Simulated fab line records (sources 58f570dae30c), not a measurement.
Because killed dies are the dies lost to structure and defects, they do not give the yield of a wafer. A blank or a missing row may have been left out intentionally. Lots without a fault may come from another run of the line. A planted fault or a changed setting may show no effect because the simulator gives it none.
The tool behind it: which one?	flow berkeleyCmos170	42 wafers from 14 lots sampled at 6 of the route's 331 steps

## WHAT EACH GAUGE READ, for each wafer
UCB170_PWELL_THK_MEAS_06. Usual: PWELL_NITRIDE_THK 218.8 nm, standard deviation 1.9.
lot	measured	on	PWELL_NITRIDE_THK (nm)	flag
L979	day 2 18:00	filmMetro-01	220.3 220.2 219.5	
L981	day 3 06:14	filmMetro-01	220.3 218.5 219.0	
L982	day 3 15:52	filmMetro-03	218.6 215.1 218.1	
L983	day 4 00:29	filmMetro-01	218.7 218.5 219.8	
L984	day 4 00:29	filmMetro-04	217.9 219.0 219.8	
L985	day 4 07:37	filmMetro-03	221.2 220.4 219.9	
L986	day 4 15:35	filmMetro-03	219.2 218.6 218.5	
L989	day 5 05:50	filmMetro-01	217.4 219.1 217.5	
L991	day 5 13:41	filmMetro-03	218.4 217.0 219.9	
L992	day 5 13:40	filmMetro-04	217.0 217.1 214.4	
L998	day 7 01:37	filmMetro-04	218.1 220.3 220.6	
L100	day 7 09:38	filmMetro-01	402.3 402.6 403.0	OFF
L101	day 7 09:42	filmMetro-04	401.8 402.4 402.9	OFF
L102	day 7 23:31	filmMetro-01	219.9 220.6 221.2	

UCB170_ACTIVE_THK_MEAS_03. Usual: ACTIVE_OXIDE_THK 26.4 nm, standard deviation 0.4.
lot	measured	on	ACTIVE_OXIDE_THK (nm)	flag
L979	day 3 15:29	filmMetro-03	26.1 26.5 26.6	
L981	day 4 04:58	filmMetro-03	26.4 26.6 26.5	
L982	day 4 12:04	filmMetro-03	25.9 25.9 25.8	
L983	day 4 20:58	filmMetro-03	27.3 27.1 27.3	
L984	day 4 20:58	filmMetro-01	26.2 26.3 26.1	
L985	day 5 05:17	filmMetro-03	26.7 26.3 26.3	
L986	day 5 13:53	filmMetro-01	26.7 26.6 26.5	
L989	day 6 05:12	filmMetro-03	26.2 26.3 26.3	
L991	day 6 10:37	filmMetro-02	25.9 26.0 26.1	
L992	day 6 10:37	filmMetro-01	26.8 27.4 26.7	
L998	day 7 21:31	filmMetro-03	26.8 25.5 26.2	
L102	day 9 02:14	filmMetro-03	26.5 26.4 26.8	

UCB170_PFIELD_OVL_MEAS_06. Usual: PFIELD_OVL 1 nm, standard deviation 4.2.
lot	measured	on	PFIELD_OVL (nm)	flag
L979	day 4 04:39	overlay-01	-2 0 0	
L981	day 4 14:44	overlay-02	6 -3 -2	
L982	day 4 20:22	overlay-01	-1 2 3	
L983	day 5 07:22	overlay-01	-2 5 4	
L984	day 5 07:32	overlay-01	6 8 5	
L985	day 5 14:21	overlay-01	8 0 4	
L986	day 6 00:02	overlay-02	-5 2 0	
L989	day 6 14:55	overlay-02	2 2 -4	
L991	day 6 20:45	overlay-02	-2 -4 4	
L992	day 6 21:01	overlay-01	4 5 8	
L998	day 8 07:13	overlay-02	0 0 1	
L102	day 9 14:58	overlay-01	4 6 5	

UCB170_PLDD_CD_MEAS_06: target cd 1200 nm. Usual: cdNm at 1199.5 nm, with a standard deviation of 1.3.
lot	measured	on	cdNm (nm)	flag
L979	day 6 02:13	cdSem-02	1199.6 1199.8 1199.6	
L981	day 6 12:54	cdSem-01	1199.9 1200.6 1200.4	
L982	day 6 23:03	cdSem-02	1200.1 1199.8 1199.9	
L983	day 7 07:01	cdSem-02	1199.6 1199.2 1199.5	
L984	day 7 07:16	cdSem-02	1199.0 1198.8 1198.2	
L985	day 7 17:25	cdSem-01	1199.2 1199.9 1199.2	
L986	day 8 06:13	cdSem-01	1198.5 1198.5 1198.3	
L989	day 8 15:10	cdSem-01	1195.7 1198.3 1197.5	
L991	day 8 22:21	cdSem-02	1200.1 1201.1 1201.4	
L992	day 8 21:56	cdSem-02	1200.2 1200.5 1200.4	
L998	day 9 20:34	cdSem-02	1200.8 1198.2 1198.6	
L102	day 11 12:28	cdSem-01	1198.5 1198.0 1198.8	

## WHICH TOOL RAN EACH LOT (tool, then ch and the chambers of the sampled wafers, then the start)
lot	UCB170_PWELL_CVD_05	UCB170_PWELL_ETCH_14
L979	lpcvd-02 ch 0, day 2 16:05	rieDiel-02 ch 1,2,3, day 2 19:59
L981	lpcvd-01 ch 1, day 3 04:17	rieDiel-01 ch 0,2,3, day 3 07:09
L982	lpcvd-01 ch 1, day 3 13:56	rieDiel-02 ch 0,1,3, day 3 17:09
L983	lpcvd-01 ch 1, day 3 22:33	rieDiel-01 ch 1,3, day 4 02:49
L984	lpcvd-01 ch 1, day 3 22:33	rieDiel-04 ch 1,2,3, day 4 02:35
L985	lpcvd-01 ch 1, day 4 05:42	rieDiel-02 ch 0,3, day 4 08:52
L986	lpcvd-01 ch 1, day 4 13:40	rieDiel-04 ch 0,2,3, day 4 16:39
L989	lpcvd-02 ch 1, day 5 03:50	rieDiel-04 ch 0,2,3, day 5 07:50
L991	lpcvd-02 ch 0, day 5 11:45	rieDiel-02 ch 0,1, day 5 14:37
L992	lpcvd-02 ch 1, day 5 11:45	rieDiel-04 ch 0,2, day 5 14:51
L998	lpcvd-02 ch 1, day 6 23:41	rieDiel-01 ch 2,3, day 7 03:02
L100	lpcvd-01 ch 0, day 7 07:43	rieDiel-04 ch 0,2,3, day 7 10:56
L101	lpcvd-01 ch 0, day 7 07:43	rieDiel-01 ch 1,2, day 7 11:13
L102	lpcvd-01 ch 1, day 7 21:37	rieDiel-02 ch 0,1,2, day 8 00:56
- UCB170_PWELL_CVD_05: deposits Si3N4 from SiH2Cl2/NH3, target thk 220 nm, time 3300 s.
- UCB170_PWELL_ETCH_14: etches Si3N4 in CH3F/Ar/O2, stops on SiO2, target depth 242 nm, time 151 s.

## AS READ BY THE TOOLS THEMSELVES (means over the sampled wafers that have a number; for cases with no such wafer, the mark the record gives instead)
UCB170_PWELL_ETCH_14. Usual: drypumpMotorCurrentA 5.6 A, standard deviation 0.45; oesProductAu 0.942 a.u., standard deviation 0.015; throttleValvePct 7.99 %, standard deviation 0.15.
lot	tool	drypumpMotorCurrentA (A)	oesProductAu (a.u.)	throttleValvePct (%)	flag
L979	rieDiel-02	5.6	0.946	7.91	
L981	rieDiel-01	5.6	0.954	8.16	
L982	rieDiel-02	5.4	0.927	7.98	
L983	rieDiel-01	5.5	0.951	8.01	
L984	rieDiel-04	5.6	0.932	7.96	
L985	rieDiel-02	5.3	0.944	8.00	
L986	rieDiel-04	5.6	0.935	7.86	
L989	rieDiel-04	5.6	0.937	7.86	
L991	rieDiel-02	5.3	0.929	7.97	
L992	rieDiel-04	5.2	0.929	7.91	
L998	rieDiel-01	5.4	0.939	8.12	
L100	rieDiel-04	5.6	1.010	7.87	OFF
L101	rieDiel-01	5.7	1.019	8.07	OFF
L102	rieDiel-02	5.5	0.946	7.89	

## THE ANSWER, worked out from the rows above alone
Rule: lot off if the mean of its wafers having a number is beyond 3 standard deviations from the usual mean. Also off: a lot with no number at a reading for which 4 or more lots have one. All remaining lots with rows at the step are treated as sound. The gauges are gone through in route order, then the tools' own readings, and for those a lot's mean is taken as printed above. The first step at which some lot is off is used, and at that step the reading that is off furthest; a lot without a number counts as furthest.
Off: L100, L101, at UCB170_PWELL_THK_MEAS_06 (PWELL_NITRIDE_THK).
A tool fits if, at a process step before that reading, it ran every lot that is off, and no sound lot after the first of them. The gauges at UCB170_PWELL_THK_MEAS_06 aren't tried: what is off there is off at UCB170_PWELL_ETCH_14 too, on other tools, and a gauge's error can't cause that. Of those tried, none fits.

## WHAT THE SIMULATOR HAD INSERTED
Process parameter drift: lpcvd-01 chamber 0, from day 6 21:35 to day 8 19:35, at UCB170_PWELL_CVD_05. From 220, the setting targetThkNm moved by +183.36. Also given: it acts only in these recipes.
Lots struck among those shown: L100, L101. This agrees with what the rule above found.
